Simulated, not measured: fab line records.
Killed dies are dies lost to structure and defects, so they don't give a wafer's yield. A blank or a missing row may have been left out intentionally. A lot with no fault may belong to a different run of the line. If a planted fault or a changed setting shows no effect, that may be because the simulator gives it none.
fab line records :: flow rit_cmos
[record]
  lots = 14
  wafers = 42
  last_day = 8
route steps=202 shown NWELL@33 SILICIDE@163 M1@186
lots with no fault: from the same line, run without faults
start_h: hours from the record's opening day to when the first of the lot's shown wafers began :: wait_h: hours since the lot's step before :: " identical to the entry in the row above :: L1.1+2: one row covering several wafers at once :: - no value present, or no start provided :: * or withheld: withheld :: < > ~ a bound
route shown NAME@n: NAME is a module with steps in the file, n the number in the route of the first one :: usual: mean/standard deviation taken from wafers without a fault :: same: alike in all rows :: chamber/n: place in a boat :: sites: each site's reading :: _std_site: their standard deviation :: _edge_site: mean of outer sites minus mean of inner sites :: radius_mm: how far each site lies from the wafer's centre :: mask NAME#n: copy n :: behind: the tool/chamber that last shaped the wafer :: hold: the reason the lot was held/the length of the hold in hours/how it ended :: device: the n, p or np transistor that did not switch :: end of line: tests of these same wafers at the route's end :: where a step has no rows: the recipe by itself :: killed: dies that structure and defects cost at the first sort, which is not the same as the wafer's yield :: map: per-die view of a wafer (x killed, . not killed, _ where there is no die)
set.NAME: the setting the step ran with; set.NAME@STEP: the setting that earlier step ran with :: model.NAME: the simulator's own value behind a step, which no gauge read
a sample of lots followed through the steps of the route, with each step as a table and each wafer as a row
[[steps]]
[step RIT_NWELL_DEVELOP_05]
[recipe]
  resist = NOVOLAK
  develop_time_s = 68
  dev_temp_c = 23
[usual]
  chill_plate_temp_C = 23.01/0.099
  develop_time_s = 68/0
lot.wafer: L448.1
tool: litho_track-04
chamber: 0
start_h: 22
wait_h: -
chill_plate_temp_C: 23.17
develop_time_s: 68

lot.wafer: L448.5
tool: litho_track-04
chamber: 0
start_h: 22
wait_h: -
chill_plate_temp_C: 23.09
develop_time_s: 68

lot.wafer: L448.6
tool: litho_track-04
chamber: 0
start_h: 22
wait_h: -
chill_plate_temp_C: 23.16
develop_time_s: 68

lot.wafer: L449.1
tool: litho_track-01
chamber: 0
start_h: 25
wait_h: -
chill_plate_temp_C: 22.92
develop_time_s: 68

lot.wafer: L449.3
tool: litho_track-01
chamber: 0
start_h: 25
wait_h: -
chill_plate_temp_C: 22.93
develop_time_s: 68

lot.wafer: L449.5
tool: litho_track-01
chamber: 0
start_h: 25
wait_h: -
chill_plate_temp_C: 22.91
develop_time_s: 68

lot.wafer: L451.4
tool: litho_track-01
chamber: 0
start_h: 37
wait_h: -
chill_plate_temp_C: 22.88
develop_time_s: 68

lot.wafer: L451.5
tool: litho_track-01
chamber: 0
start_h: 37
wait_h: -
chill_plate_temp_C: 22.96
develop_time_s: 68

lot.wafer: L451.6
tool: litho_track-01
chamber: 0
start_h: 37
wait_h: -
chill_plate_temp_C: 23.07
develop_time_s: 68

lot.wafer: L452.2
tool: litho_track-04
chamber: 0
start_h: 41
wait_h: -
chill_plate_temp_C: 23.00
develop_time_s: 68

lot.wafer: L452.5
tool: litho_track-04
chamber: 0
start_h: 41
wait_h: -
chill_plate_temp_C: 23.04
develop_time_s: 68

lot.wafer: L452.6
tool: litho_track-04
chamber: 0
start_h: 41
wait_h: -
chill_plate_temp_C: 23.01
develop_time_s: 68

lot.wafer: L454.3
tool: litho_track-02
chamber: 0
start_h: 52
wait_h: -
chill_plate_temp_C: 23.17
develop_time_s: 68

lot.wafer: L454.4
tool: litho_track-02
chamber: 0
start_h: 52
wait_h: -
chill_plate_temp_C: 23.02
develop_time_s: 68

lot.wafer: L454.6
tool: litho_track-02
chamber: 0
start_h: 52
wait_h: -
chill_plate_temp_C: 23.25
develop_time_s: 68

lot.wafer: L455.1
tool: litho_track-02
chamber: 0
start_h: 57
wait_h: -
chill_plate_temp_C: 23.12
develop_time_s: 68

lot.wafer: L455.2
tool: litho_track-02
chamber: 0
start_h: 57
wait_h: -
chill_plate_temp_C: 22.96
develop_time_s: 68

lot.wafer: L455.3
tool: litho_track-02
chamber: 0
start_h: 57
wait_h: -
chill_plate_temp_C: 23.28
develop_time_s: 68

lot.wafer: L456.1
tool: litho_track-01
chamber: 0
start_h: 66
wait_h: -
chill_plate_temp_C: 23.07
develop_time_s: 68

lot.wafer: L456.2
tool: litho_track-01
chamber: 0
start_h: 66
wait_h: -
chill_plate_temp_C: 23.19
develop_time_s: 68

lot.wafer: L456.6
tool: litho_track-01
chamber: 0
start_h: 66
wait_h: -
chill_plate_temp_C: 23.12
develop_time_s: 68

lot.wafer: L457.2
tool: litho_track-02
chamber: 0
start_h: 69
wait_h: -
chill_plate_temp_C: 22.99
develop_time_s: 68

lot.wafer: L457.3
tool: litho_track-02
chamber: 0
start_h: 69
wait_h: -
chill_plate_temp_C: 23.19
develop_time_s: 68

lot.wafer: L457.5
tool: litho_track-02
chamber: 0
start_h: 69
wait_h: -
chill_plate_temp_C: 23.07
develop_time_s: 68

lot.wafer: L458.2
tool: litho_track-01
chamber: 0
start_h: 73
wait_h: -
chill_plate_temp_C: 22.96
develop_time_s: 68

lot.wafer: L458.4
tool: litho_track-01
chamber: 0
start_h: 73
wait_h: -
chill_plate_temp_C: 23.03
develop_time_s: 68

lot.wafer: L458.5
tool: litho_track-01
chamber: 0
start_h: 73
wait_h: -
chill_plate_temp_C: 22.99
develop_time_s: 68

lot.wafer: L459.3
tool: litho_track-04
chamber: 0
start_h: 77
wait_h: -
chill_plate_temp_C: 22.78
develop_time_s: 68

lot.wafer: L459.4
tool: litho_track-04
chamber: 0
start_h: 77
wait_h: -
chill_plate_temp_C: 22.88
develop_time_s: 68

lot.wafer: L459.5
tool: litho_track-04
chamber: 0
start_h: 77
wait_h: -
chill_plate_temp_C: 22.95
develop_time_s: 68

lot.wafer: L468.1
tool: litho_track-04
chamber: -
start_h: 133
wait_h: -
chill_plate_temp_C: -
develop_time_s: -

lot.wafer: L468.3
tool: litho_track-04
chamber: -
start_h: 133
wait_h: -
chill_plate_temp_C: -
develop_time_s: -

lot.wafer: L468.5
tool: litho_track-04
chamber: -
start_h: 133
wait_h: -
chill_plate_temp_C: -
develop_time_s: -

lot.wafer: L469.1
tool: litho_track-02
chamber: -
start_h: 133
wait_h: -
chill_plate_temp_C: -
develop_time_s: -

lot.wafer: L469.3
tool: litho_track-02
chamber: -
start_h: 133
wait_h: -
chill_plate_temp_C: -
develop_time_s: -

lot.wafer: L469.4
tool: litho_track-02
chamber: -
start_h: 134
wait_h: -
chill_plate_temp_C: -
develop_time_s: -

lot.wafer: L470.1
tool: litho_track-04
chamber: 0
start_h: 147
wait_h: -
chill_plate_temp_C: 23.09
develop_time_s: 68

lot.wafer: L470.3
tool: litho_track-04
chamber: 0
start_h: 147
wait_h: -
chill_plate_temp_C: 23.03
develop_time_s: 68

lot.wafer: L470.4
tool: litho_track-04
chamber: 0
start_h: 147
wait_h: -
chill_plate_temp_C: 23.13
develop_time_s: 68

lot.wafer: L471.3
tool: litho_track-02
chamber: 0
start_h: 148
wait_h: -
chill_plate_temp_C: 22.97
develop_time_s: 68

lot.wafer: L471.4
tool: litho_track-02
chamber: 0
start_h: 148
wait_h: -
chill_plate_temp_C: 22.95
develop_time_s: 68

lot.wafer: L471.5
tool: litho_track-02
chamber: 0
start_h: 148
wait_h: -
chill_plate_temp_C: 22.94
develop_time_s: 68
[step RIT_SILICIDE_RS_MEAS_02]
[recipe]
  thk_meas_gauge = four-point-probe
  reads = Ti_of_SILICIDE_SPUTTER_01
[usual]
  SILICIDE_TI_RS = 48.1/0.76
lot.wafer: L448.1
tool: film_metro-04
chamber: -
start_h: 51.93
wait_h: 0.1
SILICIDE_TI_RS[ohm/sq]: 48.8

lot.wafer: L448.5
tool: film_metro-04
chamber: -
start_h: 51.93
wait_h: 0.1
SILICIDE_TI_RS[ohm/sq]: 48.7

lot.wafer: L448.6
tool: film_metro-04
chamber: -
start_h: 51.93
wait_h: 0.1
SILICIDE_TI_RS[ohm/sq]: 47.6

lot.wafer: L449.1
tool: film_metro-01
chamber: -
start_h: 56.72
wait_h: 0.1
SILICIDE_TI_RS[ohm/sq]: 48.5

lot.wafer: L449.3
tool: film_metro-01
chamber: -
start_h: 56.72
wait_h: 0.1
SILICIDE_TI_RS[ohm/sq]: 47.9

lot.wafer: L449.5
tool: film_metro-01
chamber: -
start_h: 56.72
wait_h: 0.1
SILICIDE_TI_RS[ohm/sq]: 47.3

lot.wafer: L451.4
tool: film_metro-04
chamber: -
start_h: 72.53
wait_h: 0.1
SILICIDE_TI_RS[ohm/sq]: 48.8

lot.wafer: L451.5
tool: film_metro-04
chamber: -
start_h: 72.53
wait_h: 0.1
SILICIDE_TI_RS[ohm/sq]: 47.7

lot.wafer: L451.6
tool: film_metro-04
chamber: -
start_h: 72.53
wait_h: 0.1
SILICIDE_TI_RS[ohm/sq]: 47.1

lot.wafer: L452.2
tool: film_metro-04
chamber: -
start_h: 78.69
wait_h: 0.1
SILICIDE_TI_RS[ohm/sq]: 50.1

lot.wafer: L452.5
tool: film_metro-04
chamber: -
start_h: 78.69
wait_h: 0.1
SILICIDE_TI_RS[ohm/sq]: 48.1

lot.wafer: L452.6
tool: film_metro-04
chamber: -
start_h: 78.69
wait_h: 0.1
SILICIDE_TI_RS[ohm/sq]: 49.5

lot.wafer: L454.3
tool: film_metro-04
chamber: -
start_h: 86.37
wait_h: 0.1
SILICIDE_TI_RS[ohm/sq]: 47.9

lot.wafer: L454.4
tool: film_metro-04
chamber: -
start_h: 86.37
wait_h: 0.1
SILICIDE_TI_RS[ohm/sq]: 48.3

lot.wafer: L454.6
tool: film_metro-04
chamber: -
start_h: 86.37
wait_h: 0.1
SILICIDE_TI_RS[ohm/sq]: 47.5

lot.wafer: L455.1
tool: film_metro-04
chamber: -
start_h: 91.49
wait_h: 0.1
SILICIDE_TI_RS[ohm/sq]: 49.6

lot.wafer: L455.2
tool: film_metro-04
chamber: -
start_h: 91.49
wait_h: 0.1
SILICIDE_TI_RS[ohm/sq]: 48.5

lot.wafer: L455.3
tool: film_metro-04
chamber: -
start_h: 91.49
wait_h: 0.1
SILICIDE_TI_RS[ohm/sq]: 48.4

lot.wafer: L456.1
tool: film_metro-01
chamber: -
start_h: 98.84
wait_h: 0.1
SILICIDE_TI_RS[ohm/sq]: 48.2

lot.wafer: L456.2
tool: film_metro-01
chamber: -
start_h: 98.84
wait_h: 0.1
SILICIDE_TI_RS[ohm/sq]: 47.0

lot.wafer: L456.6
tool: film_metro-01
chamber: -
start_h: 98.84
wait_h: 0.1
SILICIDE_TI_RS[ohm/sq]: 47.4

lot.wafer: L457.2
tool: film_metro-04
chamber: -
start_h: 104.09
wait_h: 0.1
SILICIDE_TI_RS[ohm/sq]: 48.2

lot.wafer: L457.3
tool: film_metro-04
chamber: -
start_h: 104.09
wait_h: 0.1
SILICIDE_TI_RS[ohm/sq]: 47.9

lot.wafer: L457.5
tool: film_metro-04
chamber: -
start_h: 104.09
wait_h: 0.1
SILICIDE_TI_RS[ohm/sq]: 47.8

lot.wafer: L458.2
tool: film_metro-01
chamber: -
start_h: 110.57
wait_h: 0.1
SILICIDE_TI_RS[ohm/sq]: 48.9

lot.wafer: L458.4
tool: film_metro-01
chamber: -
start_h: 110.57
wait_h: 0.1
SILICIDE_TI_RS[ohm/sq]: 49.7

lot.wafer: L458.5
tool: film_metro-01
chamber: -
start_h: 110.57
wait_h: 0.1
SILICIDE_TI_RS[ohm/sq]: 48.5

lot.wafer: L459.3
tool: film_metro-04
chamber: -
start_h: 113.13
wait_h: 0.1
SILICIDE_TI_RS[ohm/sq]: 48.8

lot.wafer: L459.4
tool: film_metro-04
chamber: -
start_h: 113.13
wait_h: 0.1
SILICIDE_TI_RS[ohm/sq]: 48.8

lot.wafer: L459.5
tool: film_metro-04
chamber: -
start_h: 113.13
wait_h: 0.1
SILICIDE_TI_RS[ohm/sq]: 47.4

lot.wafer: L468.1
tool: film_metro-04
chamber: -
start_h: 173.40
wait_h: 0.1
SILICIDE_TI_RS[ohm/sq]: 47.8

lot.wafer: L468.3
tool: film_metro-04
chamber: -
start_h: 173.40
wait_h: 0.1
SILICIDE_TI_RS[ohm/sq]: 48.5

lot.wafer: L468.5
tool: film_metro-04
chamber: -
start_h: 173.40
wait_h: 0.1
SILICIDE_TI_RS[ohm/sq]: 47.6

lot.wafer: L469.1
tool: film_metro-04
chamber: -
start_h: 174.94
wait_h: 0.1
SILICIDE_TI_RS[ohm/sq]: 48.2

lot.wafer: L469.3
tool: film_metro-04
chamber: -
start_h: 174.94
wait_h: 0.1
SILICIDE_TI_RS[ohm/sq]: 47.6

lot.wafer: L469.4
tool: film_metro-04
chamber: -
start_h: 174.94
wait_h: 0.1
SILICIDE_TI_RS[ohm/sq]: 46.8

lot.wafer: L470.1
tool: film_metro-01
chamber: -
start_h: 186.00
wait_h: 0.1
SILICIDE_TI_RS[ohm/sq]: 46.7

lot.wafer: L470.3
tool: film_metro-01
chamber: -
start_h: 186.00
wait_h: 0.1
SILICIDE_TI_RS[ohm/sq]: 46.4

lot.wafer: L470.4
tool: film_metro-01
chamber: -
start_h: 186.00
wait_h: 0.1
SILICIDE_TI_RS[ohm/sq]: 48.1

lot.wafer: L471.3
tool: film_metro-01
chamber: -
start_h: 187.80
wait_h: 0.1
SILICIDE_TI_RS[ohm/sq]: 47.1

lot.wafer: L471.4
tool: film_metro-01
chamber: -
start_h: 187.80
wait_h: 0.1
SILICIDE_TI_RS[ohm/sq]: 47.7

lot.wafer: L471.5
tool: film_metro-01
chamber: -
start_h: 187.80
wait_h: 0.1
SILICIDE_TI_RS[ohm/sq]: 48.1
[step RIT_M1_THK_MEAS_02]
[recipe]
  thk_meas_gauge = xrf
  reads = Al_of_M1_SPUTTER_00
[usual]
  M1_AL_THK = 405/5.1
lot.wafer: L448.1
tool: film_metro-02
chamber: -
start_h: 55.06
wait_h: 0.1
M1_AL_THK[nm]: 410

lot.wafer: L448.5
tool: film_metro-02
chamber: -
start_h: 55.06
wait_h: 0.1
M1_AL_THK[nm]: 413

lot.wafer: L448.6
tool: film_metro-02
chamber: -
start_h: 55.06
wait_h: 0.1
M1_AL_THK[nm]: 406

lot.wafer: L449.1
tool: film_metro-03
chamber: -
start_h: 59.75
wait_h: 0.1
M1_AL_THK[nm]: 407

lot.wafer: L449.3
tool: film_metro-03
chamber: -
start_h: 59.75
wait_h: 0.1
M1_AL_THK[nm]: 408

lot.wafer: L449.5
tool: film_metro-03
chamber: -
start_h: 59.75
wait_h: 0.1
M1_AL_THK[nm]: 406

lot.wafer: L451.4
tool: film_metro-01
chamber: -
start_h: 75.62
wait_h: 0.1
M1_AL_THK[nm]: 398

lot.wafer: L451.5
tool: film_metro-01
chamber: -
start_h: 75.62
wait_h: 0.1
M1_AL_THK[nm]: 402

lot.wafer: L451.6
tool: film_metro-01
chamber: -
start_h: 75.62
wait_h: 0.1
M1_AL_THK[nm]: 395

lot.wafer: L452.2
tool: film_metro-02
chamber: -
start_h: 81.67
wait_h: 0.1
M1_AL_THK[nm]: 409

lot.wafer: L452.5
tool: film_metro-02
chamber: -
start_h: 81.67
wait_h: 0.1
M1_AL_THK[nm]: 407

lot.wafer: L452.6
tool: film_metro-02
chamber: -
start_h: 81.67
wait_h: 0.1
M1_AL_THK[nm]: 400

lot.wafer: L454.3
tool: film_metro-02
chamber: -
start_h: 89.74
wait_h: 0.1
M1_AL_THK[nm]: 402

lot.wafer: L454.4
tool: film_metro-02
chamber: -
start_h: 89.74
wait_h: 0.1
M1_AL_THK[nm]: 399

lot.wafer: L454.6
tool: film_metro-02
chamber: -
start_h: 89.74
wait_h: 0.1
M1_AL_THK[nm]: 395

lot.wafer: L455.1
tool: film_metro-01
chamber: -
start_h: 94.64
wait_h: 0.1
M1_AL_THK[nm]: 407

lot.wafer: L455.2
tool: film_metro-01
chamber: -
start_h: 94.64
wait_h: 0.1
M1_AL_THK[nm]: 404

lot.wafer: L455.3
tool: film_metro-01
chamber: -
start_h: 94.64
wait_h: 0.1
M1_AL_THK[nm]: 398

lot.wafer: L456.1
tool: film_metro-02
chamber: -
start_h: 102.06
wait_h: 0.1
M1_AL_THK[nm]: 406

lot.wafer: L456.2
tool: film_metro-02
chamber: -
start_h: 102.06
wait_h: 0.1
M1_AL_THK[nm]: 401

lot.wafer: L456.6
tool: film_metro-02
chamber: -
start_h: 102.06
wait_h: 0.1
M1_AL_THK[nm]: 402

lot.wafer: L457.2
tool: film_metro-02
chamber: -
start_h: 107.10
wait_h: 0.1
M1_AL_THK[nm]: 408

lot.wafer: L457.3
tool: film_metro-02
chamber: -
start_h: 107.10
wait_h: 0.1
M1_AL_THK[nm]: 407

lot.wafer: L457.5
tool: film_metro-02
chamber: -
start_h: 107.10
wait_h: 0.1
M1_AL_THK[nm]: 415

lot.wafer: L458.2
tool: film_metro-02
chamber: -
start_h: 113.72
wait_h: 0.1
M1_AL_THK[nm]: 413

lot.wafer: L458.4
tool: film_metro-02
chamber: -
start_h: 113.72
wait_h: 0.1
M1_AL_THK[nm]: 402

lot.wafer: L458.5
tool: film_metro-02
chamber: -
start_h: 113.72
wait_h: 0.1
M1_AL_THK[nm]: 408

lot.wafer: L459.3
tool: film_metro-02
chamber: -
start_h: 116.10
wait_h: 0.1
M1_AL_THK[nm]: 406

lot.wafer: L459.4
tool: film_metro-02
chamber: -
start_h: 116.10
wait_h: 0.1
M1_AL_THK[nm]: 408

lot.wafer: L459.5
tool: film_metro-02
chamber: -
start_h: 116.10
wait_h: 0.1
M1_AL_THK[nm]: 404

lot.wafer: L468.1
tool: film_metro-01
chamber: -
start_h: 176.55
wait_h: 0.1
M1_AL_THK[nm]: 410

lot.wafer: L468.3
tool: film_metro-01
chamber: -
start_h: 176.55
wait_h: 0.1
M1_AL_THK[nm]: 409

lot.wafer: L468.5
tool: film_metro-01
chamber: -
start_h: 176.55
wait_h: 0.1
M1_AL_THK[nm]: 406

lot.wafer: L469.1
tool: film_metro-02
chamber: -
start_h: 177.95
wait_h: 0.1
M1_AL_THK[nm]: 392

lot.wafer: L469.3
tool: film_metro-02
chamber: -
start_h: 177.95
wait_h: 0.1
M1_AL_THK[nm]: 400

lot.wafer: L469.4
tool: film_metro-02
chamber: -
start_h: 177.95
wait_h: 0.1
M1_AL_THK[nm]: 407

lot.wafer: L470.1
tool: film_metro-02
chamber: -
start_h: 189.35
wait_h: 0.1
M1_AL_THK[nm]: 407

lot.wafer: L470.3
tool: film_metro-02
chamber: -
start_h: 189.35
wait_h: 0.1
M1_AL_THK[nm]: 403

lot.wafer: L470.4
tool: film_metro-02
chamber: -
start_h: 189.35
wait_h: 0.1
M1_AL_THK[nm]: 403

lot.wafer: L471.3
tool: film_metro-03
chamber: -
start_h: 191.09
wait_h: 0.1
M1_AL_THK[nm]: 405

lot.wafer: L471.4
tool: film_metro-03
chamber: -
start_h: 191.09
wait_h: 0.1
M1_AL_THK[nm]: 410

lot.wafer: L471.5
tool: film_metro-03
chamber: -
start_h: 191.09
wait_h: 0.1
M1_AL_THK[nm]: 412
[step RIT_M1_CD_MEAS_90]
[recipe]
  target_cd_nm = 2600
[usual]
  cd_nm = 2599.5/2.3
lot.wafer: L448.1
tool: cd_sem-02
chamber: -
start_h: 56.92
wait_h: 0.1
cd_nm: 2599.6

lot.wafer: L448.5
tool: cd_sem-02
chamber: -
start_h: 56.92
wait_h: 0.1
cd_nm: 2601.6

lot.wafer: L448.6
tool: cd_sem-02
chamber: -
start_h: 56.92
wait_h: 0.1
cd_nm: 2600.8

lot.wafer: L449.1
tool: cd_sem-02
chamber: -
start_h: 61.61
wait_h: 0.1
cd_nm: 2607.7

lot.wafer: L449.3
tool: cd_sem-02
chamber: -
start_h: 61.61
wait_h: 0.1
cd_nm: 2600.1

lot.wafer: L449.5
tool: cd_sem-02
chamber: -
start_h: 61.61
wait_h: 0.1
cd_nm: 2605.1

lot.wafer: L451.4
tool: cd_sem-01
chamber: -
start_h: 77.64
wait_h: 0.1
cd_nm: 2599.7

lot.wafer: L451.5
tool: cd_sem-01
chamber: -
start_h: 77.64
wait_h: 0.1
cd_nm: 2600.8

lot.wafer: L451.6
tool: cd_sem-01
chamber: -
start_h: 77.64
wait_h: 0.1
cd_nm: 2598.6

lot.wafer: L452.2
tool: cd_sem-02
chamber: -
start_h: 83.67
wait_h: 0.1
cd_nm: 2599.6

lot.wafer: L452.5
tool: cd_sem-02
chamber: -
start_h: 83.67
wait_h: 0.1
cd_nm: 2603.1

lot.wafer: L452.6
tool: cd_sem-02
chamber: -
start_h: 83.67
wait_h: 0.1
cd_nm: 2602.6

lot.wafer: L454.3
tool: cd_sem-01
chamber: -
start_h: 91.76
wait_h: 0.1
cd_nm: 2598.4

lot.wafer: L454.4
tool: cd_sem-01
chamber: -
start_h: 91.76
wait_h: 0.1
cd_nm: 2597.0

lot.wafer: L454.6
tool: cd_sem-01
chamber: -
start_h: 91.76
wait_h: 0.1
cd_nm: 2600.0

lot.wafer: L455.1
tool: cd_sem-01
chamber: -
start_h: 96.50
wait_h: 0.1
cd_nm: 2600.7

lot.wafer: L455.2
tool: cd_sem-01
chamber: -
start_h: 96.50
wait_h: 0.1
cd_nm: 2599.7

lot.wafer: L455.3
tool: cd_sem-01
chamber: -
start_h: 96.50
wait_h: 0.1
cd_nm: 2599.1

lot.wafer: L456.1
tool: cd_sem-01
chamber: -
start_h: 104.04
wait_h: 0.1
cd_nm: 2598.7

lot.wafer: L456.2
tool: cd_sem-01
chamber: -
start_h: 104.04
wait_h: 0.1
cd_nm: 2599.0

lot.wafer: L456.6
tool: cd_sem-01
chamber: -
start_h: 104.04
wait_h: 0.1
cd_nm: 2599.2

lot.wafer: L457.2
tool: cd_sem-01
chamber: -
start_h: 109.25
wait_h: 0.1
cd_nm: 2601.3

lot.wafer: L457.3
tool: cd_sem-01
chamber: -
start_h: 109.25
wait_h: 0.1
cd_nm: 2598.1

lot.wafer: L457.5
tool: cd_sem-01
chamber: -
start_h: 109.25
wait_h: 0.1
cd_nm: 2598.2

lot.wafer: L458.2
tool: cd_sem-01
chamber: -
start_h: 115.87
wait_h: 0.1
cd_nm: 2601.8

lot.wafer: L458.4
tool: cd_sem-01
chamber: -
start_h: 115.87
wait_h: 0.1
cd_nm: 2601.6

lot.wafer: L458.5
tool: cd_sem-01
chamber: -
start_h: 115.87
wait_h: 0.1
cd_nm: 2600.7

lot.wafer: L459.3
tool: cd_sem-02
chamber: -
start_h: 117.98
wait_h: 0.1
cd_nm: 2600.8

lot.wafer: L459.4
tool: cd_sem-02
chamber: -
start_h: 117.98
wait_h: 0.1
cd_nm: 2601.5

lot.wafer: L459.5
tool: cd_sem-02
chamber: -
start_h: 117.98
wait_h: 0.1
cd_nm: 2600.1

lot.wafer: L468.1
tool: cd_sem-01
chamber: -
start_h: 178.67
wait_h: 0.1
cd_nm: 2599.0

lot.wafer: L468.3
tool: cd_sem-01
chamber: -
start_h: 178.67
wait_h: 0.1
cd_nm: 2599.6

lot.wafer: L468.5
tool: cd_sem-01
chamber: -
start_h: 178.67
wait_h: 0.1
cd_nm: 2599.3

lot.wafer: L469.1
tool: cd_sem-01
chamber: -
start_h: 180.12
wait_h: 0.1
cd_nm: 2597.5

lot.wafer: L469.3
tool: cd_sem-01
chamber: -
start_h: 180.12
wait_h: 0.1
cd_nm: 2597.0

lot.wafer: L469.4
tool: cd_sem-01
chamber: -
start_h: 180.12
wait_h: 0.1
cd_nm: 2598.0

lot.wafer: L470.1
tool: cd_sem-02
chamber: -
start_h: 191.36
wait_h: 0.1
cd_nm: 2599.0

lot.wafer: L470.3
tool: cd_sem-02
chamber: -
start_h: 191.36
wait_h: 0.1
cd_nm: 2596.0

lot.wafer: L470.4
tool: cd_sem-02
chamber: -
start_h: 191.36
wait_h: 0.1
cd_nm: 2598.1

lot.wafer: L471.3
tool: cd_sem-01
chamber: -
start_h: 193.13
wait_h: 0.1
cd_nm: 2603.1

lot.wafer: L471.4
tool: cd_sem-01
chamber: -
start_h: 193.13
wait_h: 0.1
cd_nm: 2602.1

lot.wafer: L471.5
tool: cd_sem-01
chamber: -
start_h: 193.13
wait_h: 0.1
cd_nm: 2602.3
[[key]]
[first_sign]
  step = RIT_NWELL_DEVELOP_05
  reading = tool_record
  direction = missing
effect none on later readings
met_at RIT_NWELL_DEVELOP_05
struck_lots L468,L469
sort_left_out L468.1,L468.3,L468.5,L469.1,L469.3,L469.4
tester_left_out L468,L469
not_acting_at RIT_SILICIDE_RS_MEAS_02,RIT_M1_THK_MEAS_02,RIT_M1_CD_MEAS_90
onset_between 77 133
[fault]
  kind = skipped_step_whole
  tool = litho_track-02,litho_track-04
  chamber = -
  onset_h = 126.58
  steps = RIT_NWELL_DEVELOP_05
  scope = struck_lots_only
// tester_left_out: of these lots the tester's yield and bins aren't shown, on N5 and GAA mostly nor the transistor test; their killed dies are dies lost to structure and defects alone, not to doping, threshold or leakage, so they don't give the yield
// sort_left_out: the simulated sort isn't trusted on such a fault, so these wafers' sort isn't shown, and their yield isn't known
